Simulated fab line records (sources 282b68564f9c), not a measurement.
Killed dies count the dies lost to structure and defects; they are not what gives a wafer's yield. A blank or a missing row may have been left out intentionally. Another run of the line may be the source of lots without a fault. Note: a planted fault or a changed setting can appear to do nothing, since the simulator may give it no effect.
fab line records	flow rit-cmos
record lots=5	wafers=23
route steps=202 shown ACTIVE@2 FOX2@23 NWELL@30 PWELL@40 WELLDRIVE@50 NRETRO@54 PRETRO@65
start-h: the number of hours between the record's first day and the start of the first shown wafer of the lot	wait-h: time in hours since the lot's previous step	" unchanged from the row above	L1.1+2: a single row standing in for several wafers	- no value present, or no start provided	* or withheld: withheld	< > ~ a bound
route shown NAME@n: NAME is a module with steps in the file, n the number in the route of the first one	usual: mean and standard deviation over wafers with no fault	same: alike in all rows	chamber/n: place in a boat	sites: per-site readings	_std_site: the standard deviation of these	_edge_site: the outer-site mean with the inner-site mean subtracted	radius-mm: for every site, how far away it sits from the centre of the wafer	mask NAME#n: copy n	behind: the tool/chamber that last shaped the wafer	hold: the reason the lot was held/the length of the hold in hours/how it ended	device: transistor that didn't switch, given as n, p or np	end of line: tests run on the same wafers once the route is complete	a step given without rows: its recipe and nothing more	killed: count of dies lost to structure and defects at first sort (not the wafer's yield)	map: a wafer's dies, marking killed ones x, the rest . and places with no die _
set.NAME: the setting the step ran with; set.NAME@STEP: the setting that earlier step ran with	model.NAME: the simulator's own value behind a step, which no gauge read
one table per step and one row per wafer, for lots whose settings were changed on purpose
## steps
# step RIT_ACTIVE_OXIDATION_01
# recipe temp-c=1000	ambient=O2	target-thk-a=468	ox-time-s=3360
lot.wafer	tool	chamber	start-h	wait-h	set.ox-time-s	model.SiO2_of_ACTIVE_OXIDATION_01.thk-nm
L075.1	furnace-03	0	15.59	0.6	3360	46.43
L075.2	"	0	"	"	3360	46.31
L075.3	"	0	"	"	3360	47.11
L077.1	-	-	-	0.8	3579	49.8
L077.3	"	-	"	"	3579	49.66
L077.4	"	-	"	"	3579	50.02
L077.5	"	-	"	"	3579	50.44
L077.6	"	-	"	"	3579	50.74
L078.2	-	-	-	0.9	2980	42.94
L078.3	"	-	"	"	2980	42.32
L078.4	"	-	"	"	2980	42.04
L078.5	"	-	"	"	2980	42.66
L078.6	"	-	"	"	2980	42.68
L080.1	-	-	-	0.5	3546	47.88
L080.2	"	-	"	"	3546	48.14
L080.3	"	-	"	"	3546	48.18
L080.4	"	-	"	"	3546	47.96
L080.6	"	-	"	"	3546	47.54
L084.1	-	-	-	0.2	3854	49.87
L084.3	"	-	"	"	3854	49.23
L084.4	"	-	"	"	3854	49.76
L084.5	"	-	"	"	3854	49.54
L084.6	"	-	"	"	3854	50.21
# step RIT_ACTIVE_COAT_06
# recipe resist=NOVOLAK	spin-rpm=3250	resist-thk-nm=1000
lot.wafer	tool	chamber	start-h	wait-h	set.spin-rpm	model.NOVOLAK_of_ACTIVE_COAT_06.thk-nm
L075.1+3	litho-track-04	0	19.21	0.1	3250	1003
L075.2	"	0	"	"	3250	1001
L077.1+4	litho-track-04	0	30.11	0.1	3250	1003
L077.3	"	0	"	"	3439	976.6
L077.5	"	0	"	"	3439	977.8
L077.6	"	0	"	"	3250	1005
L078.2+3+4	litho-track-02	0	34.54	0.1	3250	1001
L078.5+6	"	0	"	"	3250	1000
L080.1	litho-track-02	0	44.16	0.1	3250	1002
L080.2	"	0	"	"	3493	966.5
L080.3	"	0	"	"	3493	965
L080.4	"	0	"	"	3250	1001
L080.6	"	0	"	"	3250	999
L084.1	litho-track-03	0	64.54	0.1	3250	997.1
L084.3	"	0	"	"	3250	995.1
L084.4	"	0	"	"	3250	996.1
L084.5	"	0	"	"	3250	1000
L084.6	"	0	"	"	3250	997.2
# step RIT_ACTIVE_SOFTBAKE_07
# recipe resist=NOVOLAK	temp-c=90	time-s=60
# step RIT_ACTIVE_EXPOSE_08
# recipe mask-id=M1	na=0.6	source-shape=conventional	sigma-outer=0.6	target-cd-nm=1400	dose-mj=225
# step RIT_ACTIVE_DEVELOP_10
# recipe resist=NOVOLAK	develop-time-s=50	dev-temp-c=23
# step RIT_ACTIVE_HARDBAKE_12
# recipe resist=NOVOLAK	temp-c=140	time-s=60
lot.wafer	tool	chamber	start-h	wait-h	set.spin-rpm@ACTIVE_COAT_06	model.NOVOLAK_of_ACTIVE_COAT_06.thk-nm
L075.1	litho-track-04	0	20.15	0.1	3250	886.4
L075.2	"	0	"	"	3250	884.6
L075.3	"	0	"	"	3250	886.3
L077.1	litho-track-02	0	31.06	0.1	3250	886.5
L077.3	"	0	"	"	3439	863.2
L077.4	"	0	"	"	3250	886.6
L077.5	"	0	"	"	3439	864.4
L077.6	"	0	"	"	3250	888.5
L078.2+3	litho-track-02	0	35.48	0.1	3250	885
L078.4	"	0	"	"	3250	884.5
L078.5	"	0	"	"	3250	884.1
L078.6	"	0	"	"	3250	884.2
L080.1	litho-track-04	0	45.10	0.1	3250	885.3
L080.2	"	0	"	"	3493	854.5
L080.3	"	0	"	"	3493	853.2
L080.4	"	0	"	"	3250	884.6
L080.6	"	0	"	"	3250	882.9
L084.1+6	litho-track-04	0	65.49	0.1	3250	881.3
L084.3	"	0	"	"	3250	879.4
L084.4	"	0	"	"	3250	880.3
L084.5	"	0	"	"	3250	884.2
# step RIT_ACTIVE_ETCH_13
# recipe stop-on=SiO2	chemistry=SF6	target=Si3N4	time-s=210	over-etch-frac=0.4	SF6_flow_sccm=200	pressure-mtorr=260	rf-w=125	target-depth-a=2100
lot.wafer	tool	chamber	start-h	wait-h	set.pressure-mtorr	set.spin-rpm@ACTIVE_COAT_06	model.NOVOLAK_of_ACTIVE_COAT_06.thk-nm
L075.1	rie-diel-03	1	20.30	0.1	260	3250	654.1
L075.2	"	3	"	"	260	3250	653.2
L075.3	"	2	"	"	260	3250	667.4
L077.1	rie-diel-01	2	31.21	0.1	271.5	3250	656.8
L077.3	"	0	"	"	271.5	3439	625.6
L077.4	"	3	"	"	271.5	3250	667.8
L077.5	"	0	"	"	271.5	3439	628.2
L077.6	"	2	"	"	271.5	3250	658.9
L078.2	rie-diel-01	0	35.61	0.1	260	3250	648.9
L078.3	"	3	"	"	260	3250	667.9
L078.4	"	3	"	"	260	3250	667.2
L078.5	"	0	"	"	260	3250	643.5
L078.6	"	2	"	"	260	3250	653.2
L080.1	rie-diel-03	1	45.25	0.1	233	3250	656.2
L080.2	"	3	"	"	233	3493	624.5
L080.3	"	0	"	"	233	3493	618.6
L080.4	"	2	"	"	233	3250	667
L080.6	"	3	"	"	233	3250	655.5
L084.1	rie-diel-04	3	65.64	0.1	235.5	3250	647
L084.3	"	0	"	"	235.5	3250	663.6
L084.4	"	2	"	"	235.5	3250	656.7
L084.5	"	3	"	"	235.5	3250	650.4
L084.6	"	0	"	"	235.5	3250	664.3
# step RIT_FOX2_OXIDATION_00
# recipe temp-c=1100	ambient=H2O	target-thk-a=3507	p-h2o-torr=720	ox-time-s=1130
lot.wafer	tool	chamber	start-h	wait-h	set.ox-time-s	model.SiO2_of_FOX2_OXIDATION_00.thk-nm
L075.1	furnace-04	0	24.47	0.7	1130	364.7
L075.2	"	0	"	"	1130	361.8
L075.3	"	0	"	"	1130	361.2
L077.1	-	-	-	0.2	984	326.1
L077.3	"	-	"	"	984	327.9
L077.4	"	-	"	"	984	332.9
L077.5	"	-	"	"	984	331.2
L077.6	"	-	"	"	984	329.1
L078.2	-	-	-	0.0	1290	372.5
L078.3	"	-	"	"	1290	375.6
L078.4	"	-	"	"	1290	373.2
L078.5	"	-	"	"	1290	378.8
L078.6	"	-	"	"	1290	374.7
L080.1	-	-	-	0.1	1130	352.2
L080.2	"	-	"	"	1130	349.3
L080.3	"	-	"	"	1130	347.7
L080.4	"	-	"	"	1130	349.6
L080.6	"	-	"	"	1130	351.1
L084.1	-	-	-	1.8	1192	368.9
L084.3	"	-	"	"	1192	363.1
L084.4	"	-	"	"	1192	367.9
L084.5	"	-	"	"	1192	372.1
L084.6	"	-	"	"	1192	365
# step RIT_FOX2_THK_MEAS_01
# recipe reads=SiO2_of_FOX2_OXIDATION_00
# usual FOX2_OXIDE_THK=354/6.6
lot.wafer	tool	chamber	start-h	wait-h	set.ox-time-s@FOX2_OXIDATION_00	FOX2_OXIDE_THK[nm]
L075.1	film-metro-03	-	25.78	0.0	1130	365
L075.2	"	-	"	"	1130	362
L075.3	"	-	"	"	1130	361
L077.1	film-metro-03	-	-	-	984	326
L077.3	"	-	"	"	984	328
L077.4	"	-	"	"	984	333
L077.5	"	-	"	"	984	331
L077.6	"	-	"	"	984	329
L078.2	film-metro-03	-	-	-	1290	373
L078.3	"	-	"	"	1290	376
L078.4	"	-	"	"	1290	373
L078.5	"	-	"	"	1290	379
L078.6	"	-	"	"	1290	375
L080.1	film-metro-04	-	-	-	1130	352
L080.2	"	-	"	"	1130	349
L080.3	"	-	"	"	1130	348
L080.4	"	-	"	"	1130	350
L080.6	"	-	"	"	1130	351
L084.1	film-metro-03	-	-	-	1192	369
L084.3	"	-	"	"	1192	363
L084.4	"	-	"	"	1192	368
L084.5	"	-	"	"	1192	372
L084.6	"	-	"	"	1192	365
# step RIT_FOX2_CLEAN_02
# recipe chemistry=dHF	dilution=50:1	time-s=180
# step RIT_FOX2_WET_ETCH_03
# recipe chemistry=H3PO4	target=Si3N4	target-depth-nm=195	temp-c=165	time-s=2700
# step RIT_FOX2_THK_MEAS_90
# recipe reads=SiO2_of_FOX2_OXIDATION_00
# usual FIELD_OXIDE_LEFT_1_THK=326/6.7
lot.wafer	tool	chamber	start-h	wait-h	set.ox-time-s@FOX2_OXIDATION_00	FIELD_OXIDE_LEFT_1_THK[nm]
L075.1	film-metro-03	-	26.67	0.0	1130	337
L075.2	"	-	"	"	1130	335
L075.3	"	-	"	"	1130	334
L077.1	film-metro-04	-	37.76	0.0	984	299
L077.3	"	-	"	"	984	300
L077.4	"	-	"	"	984	305
L077.5	"	-	"	"	984	303
L077.6	"	-	"	"	984	301
L078.2	film-metro-02	-	40.58	0.0	1290	345
L078.3	"	-	"	"	1290	348
L078.4	"	-	"	"	1290	346
L078.5	"	-	"	"	1290	351
L078.6	"	-	"	"	1290	347
L080.1	film-metro-03	-	51.01	0.0	1130	325
L080.2	"	-	"	"	1130	322
L080.3	"	-	"	"	1130	320
L080.4	"	-	"	"	1130	322
L080.6	"	-	"	"	1130	324
L084.1	film-metro-02	-	74.30	0.0	1192	342
L084.3	"	-	"	"	1192	336
L084.4	"	-	"	"	1192	340
L084.5	"	-	"	"	1192	345
L084.6	"	-	"	"	1192	337
# step RIT_NWELL_SOFTBAKE_02
# recipe resist=NOVOLAK	temp-c=90	time-s=60
lot.wafer	tool	chamber	start-h	wait-h	set.temp-c
L075.1+2+3	litho-track-02	0	27.03	0.1	90
L077.1+3+6	litho-track-03	0	38.21	0.1	92.1
L077.4+5	"	0	"	"	90
L078.2+3+5	litho-track-03	0	40.96	0.1	90
L078.4+6	"	0	"	"	92.82
L080.1+3+4	litho-track-03	0	51.37	0.1	87.56
L080.2+6	"	0	"	"	90
L084.1+4+5	litho-track-02	0	74.66	0.1	87.72
L084.3+6	"	0	"	"	90
# step RIT_NWELL_EXPOSE_03
# recipe mask-id=M2	na=0.57	target-cd-nm=43900	dose-mj=250
# step RIT_NWELL_PEB_04
# recipe resist=NOVOLAK	temp-c=withheld	time-s=withheld
# step RIT_NWELL_DEVELOP_05
# recipe resist=NOVOLAK	develop-time-s=68	dev-temp-c=23
lot.wafer	tool	chamber	start-h	wait-h	set.temp-c@NWELL_SOFTBAKE_02	model.NOVOLAK_of_NWELL_COAT_01.thk-nm
L075.1	litho-track-02	0	-	-	90	1296
L075.2	"	0	"	"	90	1294
L075.3	"	0	"	"	90	1300
L077.1+3	litho-track-01	0	-	-	92.1	1291
L077.4	"	0	"	"	90	1297
L077.5	"	0	"	"	90	1299
L077.6	"	0	"	"	92.1	1288
L078.2	litho-track-01	0	-	-	90	1298
L078.3	"	0	"	"	90	1297
L078.4	"	0	"	"	92.82	1281
L078.5	"	0	"	"	90	1294
L078.6	"	0	"	"	92.82	1285
L080.1	litho-track-03	0	-	-	87.56	1307
L080.2+6	"	0	"	"	90	1297
L080.3+4	"	0	"	"	87.56	1306
L084.1	litho-track-02	0	-	-	87.72	1310
L084.3+6	"	0	"	"	90	1299
L084.4	"	0	"	"	87.72	1306
L084.5	"	0	"	"	87.72	1307
# step RIT_PWELL_COAT_01
# recipe resist=NOVOLAK	spin-rpm=2000	resist-thk-nm=1300
lot.wafer	tool	chamber	start-h	wait-h	set.resist-thk-nm	model.NOVOLAK_of_PWELL_COAT_01.thk-nm
L075.1	litho-track-03	0	28.43	0.1	1300	1299
L075.2	"	0	"	"	1300	1298
L075.3	"	0	"	"	1300	1297
L077.1	litho-track-01	0	39.61	0.1	1300	1304
L077.3	"	0	"	"	1331	1335
L077.4	"	0	"	"	1331	1339
L077.5	"	0	"	"	1300	1301
L077.6	"	0	"	"	1300	1300
L078.2	litho-track-03	0	42.51	0.1	1300	1290
L078.3	"	0	"	"	1300	1298
L078.4	"	0	"	"	1355	1350
L078.5	"	0	"	"	1355	1352
L078.6	"	0	"	"	1300	1291
L080.1	litho-track-01	0	53.00	0.1	1300	1297
L080.2	"	0	"	"	1300	1300
L080.3	"	0	"	"	1359	1359
L080.4	"	0	"	"	1359	1362
L080.6	"	0	"	"	1359	1356
L084.1+3	litho-track-01	0	76.27	0.1	1241	1247
L084.4	"	0	"	"	1300	1304
L084.5	"	0	"	"	1300	1305
L084.6	"	0	"	"	1300	1307
# step RIT_PWELL_SOFTBAKE_02
# recipe resist=NOVOLAK	temp-c=90	time-s=60
# step RIT_PWELL_EXPOSE_03
# recipe mask-id=M3	na=0.57	target-cd-nm=43700	dose-mj=250
# step RIT_PWELL_DEVELOP_05
# recipe resist=NOVOLAK	develop-time-s=68	dev-temp-c=23
# step RIT_PWELL_HARDBAKE_07
# recipe resist=NOVOLAK	temp-c=140	time-s=120
lot.wafer	tool	chamber	start-h	wait-h	set.resist-thk-nm@PWELL_COAT_01	model.NOVOLAK_of_PWELL_COAT_01.thk-nm
L075.1	litho-track-01	0	29.32	0.0	1300	1136
L075.2	"	0	"	"	1300	1135
L075.3	"	0	"	"	1300	1134
L077.1	litho-track-03	0	40.38	0.0	1300	1140
L077.3	"	0	"	"	1331	1167
L077.4	"	0	"	"	1331	1170
L077.5	"	0	"	"	1300	1138
L077.6	"	0	"	"	1300	1137
L078.2	litho-track-04	0	43.36	0.1	1300	1128
L078.3	"	0	"	"	1300	1135
L078.4	"	0	"	"	1355	1180
L078.5	"	0	"	"	1355	1182
L078.6	"	0	"	"	1300	1129
L080.1	litho-track-04	0	53.77	0.0	1300	1134
L080.2	"	0	"	"	1300	1137
L080.3	"	0	"	"	1359	1188
L080.4	"	0	"	"	1359	1190
L080.6	"	0	"	"	1359	1185
L084.1	litho-track-03	0	77.08	0.0	1241	1092
L084.3	"	0	"	"	1241	1091
L084.4	"	0	"	"	1300	1140
L084.5	"	0	"	"	1300	1141
L084.6	"	0	"	"	1300	1143
# step RIT_PWELL_IMPLANT_08
# recipe species=B	energy-kev=170	dose-cm2=7e+13	tilt-deg=7
lot.wafer	tool	chamber	start-h	wait-h	set.dose-cm2
L075.1+2+3	implanter-03	0	29.57	0.2	7e+13
L077.1+5	implanter-03	0	40.63	0.2	7e+13
L077.3+4+6	"	0	"	"	6.818e+13
L078.2+3+4+5+6	implanter-04	0	43.59	0.2	7e+13
L080.1+2+3+4+6	implanter-02	0	54.02	0.2	7e+13
L084.1+4+6	implanter-03	0	77.33	0.2	6.72e+13
L084.3+5	"	0	"	"	7e+13
# step RIT_PWELL_STRIP_09
# recipe chemistry=O2	time-s=180	resist=NOVOLAK	platen-temp-c=withheld	power-w=500	pressure-mtorr=4000	o2-flow-sccm=4000
# step RIT_WELLDRIVE_ANNEAL_00
# recipe temp-c=1100	time-s=14700	ambient=N2
# step RIT_WELLDRIVE_RS_MEAS_02
# recipe thk-meas-gauge=four-point-probe
# usual PWELL_RS=429.9/1
lot.wafer	tool	chamber	start-h	wait-h	set.dose-cm2@PWELL_IMPLANT_08	PWELL_RS[ohm/sq]
L075.1	film-metro-03	-	35.69	0.1	7e+13	430.8
L075.2	"	-	"	"	7e+13	430.3
L075.3	"	-	"	"	7e+13	430.5
L077.1	film-metro-02	-	46.23	0.1	7e+13	428.4
L077.3	"	-	"	"	6.818e+13	436.0
L077.4	"	-	"	"	6.818e+13	436.0
L077.5	"	-	"	"	7e+13	429.2
L077.6	"	-	"	"	6.818e+13	436.4
L078.2	film-metro-03	-	49.86	0.1	7e+13	427.9
L078.3	"	-	"	"	7e+13	429.6
L078.4	"	-	"	"	7e+13	430.5
L078.5	"	-	"	"	7e+13	430.1
L078.6	"	-	"	"	7e+13	429.5
L080.1	film-metro-02	-	60.08	0.1	7e+13	429.0
L080.2	"	-	"	"	7e+13	427.8
L080.3	"	-	"	"	7e+13	428.8
L080.4	"	-	"	"	7e+13	428.0
L080.6	"	-	"	"	7e+13	429.2
L084.1	film-metro-03	-	82.92	0.1	6.72e+13	442.7
L084.3	"	-	"	"	7e+13	431.7
L084.4	"	-	"	"	6.72e+13	443.4
L084.5	"	-	"	"	7e+13	430.7
L084.6	"	-	"	"	6.72e+13	441.5
# step RIT_NRETRO_COAT_01
# recipe resist=NOVOLAK	spin-rpm=2000	resist-thk-nm=1300
lot.wafer	tool	chamber	start-h	wait-h	set.spin-rpm	model.NOVOLAK_of_NRETRO_COAT_01.thk-nm
L075.1	litho-track-02	0	35.96	0.1	2000	1301
L075.2	"	0	"	"	2000	1299
L075.3	"	0	"	"	2000	1297
L077.1+3	litho-track-01	0	46.50	0.1	2000	1301
L077.4+5	"	0	"	"	2000	1298
L077.6	"	0	"	"	2000	1300
L078.2+3	litho-track-01	0	50.14	0.1	2000	1301
L078.4	"	0	"	"	2000	1302
L078.5	"	0	"	"	2000	1299
L078.6	"	0	"	"	2000	1300
L080.1	litho-track-01	0	60.35	0.1	2079	1276
L080.2	"	0	"	"	2000	1307
L080.3	"	0	"	"	2000	1309
L080.4	"	0	"	"	2079	1277
L080.6	"	0	"	"	2000	1304
L084.1+3	litho-track-02	0	83.19	0.1	2096	1268
L084.4	"	0	"	"	2096	1265
L084.5	"	0	"	"	2000	1296
L084.6	"	0	"	"	2000	1300
# step RIT_NRETRO_SOFTBAKE_02
# recipe resist=NOVOLAK	temp-c=90	time-s=60
# step RIT_NRETRO_EXPOSE_03
# recipe mask-id=M4	na=0.57	target-cd-nm=43900	dose-mj=250
# step RIT_NRETRO_DEVELOP_05
# recipe resist=NOVOLAK	develop-time-s=68	dev-temp-c=23
# step RIT_NRETRO_HARDBAKE_07
# recipe resist=NOVOLAK	temp-c=140	time-s=120
lot.wafer	tool	chamber	start-h	wait-h	set.spin-rpm@NRETRO_COAT_01	model.NOVOLAK_of_NRETRO_COAT_01.thk-nm
L075.1	litho-track-04	0	36.85	0.0	2000	1138
L075.2	"	0	"	"	2000	1136
L075.3	"	0	"	"	2000	1134
L077.1+3	litho-track-01	0	47.53	0.2	2000	1138
L077.4+5	"	0	"	"	2000	1135
L077.6	"	0	"	"	2000	1137
L078.2+3	litho-track-01	0	50.92	0.1	2000	1138
L078.4	"	0	"	"	2000	1139
L078.5	"	0	"	"	2000	1136
L078.6	"	0	"	"	2000	1137
L080.1+4	litho-track-01	0	61.16	0.0	2079	1117
L080.2	"	0	"	"	2000	1143
L080.3	"	0	"	"	2000	1145
L080.6	"	0	"	"	2000	1140
L084.1+3	litho-track-01	0	83.96	0.0	2096	1109
L084.4	"	0	"	"	2096	1106
L084.5	"	0	"	"	2000	1134
L084.6	"	0	"	"	2000	1137
# step RIT_NRETRO_IMPLANT_08
# recipe species=P	energy-kev=70	dose-cm2=1e+13	tilt-deg=7
lot.wafer	tool	chamber	start-h	wait-h	set.energy-kev	model.implant.rp-nm	model.implant.drp-nm
L075.1+2+3	implanter-04	0	37.10	0.2	70	81.22	33.94
L077.1+3+4+5+6	implanter-02	0	47.78	0.2	70	83.72	33.94
L078.2+3	implanter-04	0	51.15	0.2	70	87.48	33.94
L078.4+5+6	"	0	"	"	67.8	84.65	33.03
L080.1+2+3+4+6	implanter-02	0	61.41	0.2	70	83.92	33.94
L084.1+4	implanter-04	0	84.21	0.2	70	82.45	33.94
L084.3+5+6	"	0	"	"	72.68	85.69	35.03
# step RIT_PRETRO_COAT_01
# recipe resist=NOVOLAK	spin-rpm=2000	resist-thk-nm=1300
lot.wafer	tool	chamber	start-h	wait-h	set.resist-thk-nm	model.NOVOLAK_of_PRETRO_COAT_01.thk-nm
L075.1	litho-track-04	0	37.68	0.1	1300	1311
L075.2+3	"	0	"	"	1300	1308
L077.1	litho-track-04	0	48.32	0.1	1227	1225
L077.3	"	0	"	"	1227	1229
L077.4	"	0	"	"	1300	1300
L077.5	"	0	"	"	1227	1228
L077.6	"	0	"	"	1300	1302
L078.2	litho-track-02	0	51.69	0.1	1300	1298
L078.3	"	0	"	"	1356	1355
L078.4	"	0	"	"	1356	1362
L078.5	"	0	"	"	1300	1302
L078.6	"	0	"	"	1356	1357
L080.1	litho-track-02	0	61.94	0.1	1356	1353
L080.2+6	"	0	"	"	1356	1354
L080.3+4	"	0	"	"	1300	1301
L084.1+5	litho-track-04	0	84.74	0.1	1228	1231
L084.3	"	0	"	"	1300	1305
L084.4	"	0	"	"	1300	1300
L084.6	"	0	"	"	1228	1229
# step RIT_PRETRO_SOFTBAKE_02
# recipe resist=NOVOLAK	temp-c=90	time-s=60
# step RIT_PRETRO_EXPOSE_03
# recipe mask-id=M5	na=0.57	target-cd-nm=43700	dose-mj=250
# step RIT_PRETRO_DEVELOP_05
# recipe resist=NOVOLAK	develop-time-s=68	dev-temp-c=23
# step RIT_PRETRO_HARDBAKE_07
# recipe resist=NOVOLAK	temp-c=140	time-s=120
lot.wafer	tool	chamber	start-h	wait-h	set.resist-thk-nm@PRETRO_COAT_01	model.NOVOLAK_of_PRETRO_COAT_01.thk-nm
L075.1	litho-track-03	0	38.45	0.0	1300	1147
L075.2+3	"	0	"	"	1300	1144
L077.1	litho-track-04	0	49.21	0.0	1227	1073
L077.3	"	0	"	"	1227	1076
L077.4	"	0	"	"	1300	1137
L077.5	"	0	"	"	1227	1075
L077.6	"	0	"	"	1300	1138
L078.2	litho-track-02	0	52.59	0.1	1300	1135
L078.3	"	0	"	"	1356	1184
L078.4	"	0	"	"	1356	1190
L078.5	"	0	"	"	1300	1138
L078.6	"	0	"	"	1356	1186
L080.1	litho-track-04	0	62.71	0.0	1356	1182
L080.2+6	"	0	"	"	1356	1183
L080.3+4	"	0	"	"	1300	1138
L084.1	litho-track-02	0	85.51	0.0	1228	1078
L084.3	"	0	"	"	1300	1141
L084.4	"	0	"	"	1300	1137
L084.5	"	0	"	"	1228	1077
L084.6	"	0	"	"	1228	1076
## key
split step=RIT_ACTIVE_OXIDATION_01	setting=ox-time-s	stated=3360	by=lot
response step=RIT_ACTIVE_OXIDATION_01	reading=model.SiO2_of_ACTIVE_OXIDATION_01.thk-nm	change=+0.299	per=1%	r=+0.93
split step=RIT_ACTIVE_COAT_06	setting=spin-rpm	stated=3250	by=wafer
response step=RIT_ACTIVE_COAT_06	reading=model.NOVOLAK_of_ACTIVE_COAT_06.thk-nm	change=-4.63	per=1%	r=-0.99
response step=RIT_ACTIVE_HARDBAKE_12	reading=model.NOVOLAK_of_ACTIVE_COAT_06.thk-nm	change=-4.05	per=1%	r=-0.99
response step=RIT_ACTIVE_ETCH_13	reading=model.NOVOLAK_of_ACTIVE_COAT_06.thk-nm	change=-5.39	per=1%	r=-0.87
split step=RIT_ACTIVE_ETCH_13	setting=pressure-mtorr	stated=260	by=lot
response none clear
split step=RIT_FOX2_OXIDATION_00	setting=ox-time-s	stated=1130	by=lot
response step=RIT_FOX2_OXIDATION_00	reading=model.SiO2_of_FOX2_OXIDATION_00.thk-nm	change=+1.73	per=1%	r=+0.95
response step=RIT_FOX2_THK_MEAS_01	reading=FOX2_OXIDE_THK	change=+1.72	per=1%	r=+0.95
response step=RIT_FOX2_THK_MEAS_90	reading=FIELD_OXIDE_LEFT_1_THK	change=+1.74	per=1%	r=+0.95
split step=RIT_NWELL_SOFTBAKE_02	setting=temp-c	stated=90	by=wafer
response step=RIT_NWELL_DEVELOP_05	reading=model.NOVOLAK_of_NWELL_COAT_01.thk-nm	change=-3.76	per=1%	r=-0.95
split step=RIT_PWELL_COAT_01	setting=resist-thk-nm	stated=1300	by=wafer
response step=RIT_PWELL_COAT_01	reading=model.NOVOLAK_of_PWELL_COAT_01.thk-nm	change=+13.4	per=1%	r=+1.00
response step=RIT_PWELL_HARDBAKE_07	reading=model.NOVOLAK_of_PWELL_COAT_01.thk-nm	change=+11.6	per=1%	r=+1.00
split step=RIT_PWELL_IMPLANT_08	setting=dose-cm2	stated=7e+13	by=wafer
response step=RIT_WELLDRIVE_RS_MEAS_02	reading=PWELL_RS	change=-2.82	per=1%	r=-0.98
split step=RIT_NRETRO_COAT_01	setting=spin-rpm	stated=2000	by=wafer
response step=RIT_NRETRO_COAT_01	reading=model.NOVOLAK_of_NRETRO_COAT_01.thk-nm	change=-6.96	per=1%	r=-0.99
response step=RIT_NRETRO_HARDBAKE_07	reading=model.NOVOLAK_of_NRETRO_COAT_01.thk-nm	change=-6	per=1%	r=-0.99
split step=RIT_NRETRO_IMPLANT_08	setting=energy-kev	stated=70	by=wafer
response step=RIT_NRETRO_IMPLANT_08	reading=model.implant.rp-nm	change=+0.868	per=1%	r=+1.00
response step=RIT_NRETRO_IMPLANT_08	reading=model.implant.drp-nm	change=+0.286	per=1%	r=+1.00
split step=RIT_PRETRO_COAT_01	setting=resist-thk-nm	stated=1300	by=wafer
response step=RIT_PRETRO_COAT_01	reading=model.NOVOLAK_of_PRETRO_COAT_01.thk-nm	change=+12.9	per=1%	r=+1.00
response step=RIT_PRETRO_HARDBAKE_07	reading=model.NOVOLAK_of_PRETRO_COAT_01.thk-nm	change=+11.1	per=1%	r=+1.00
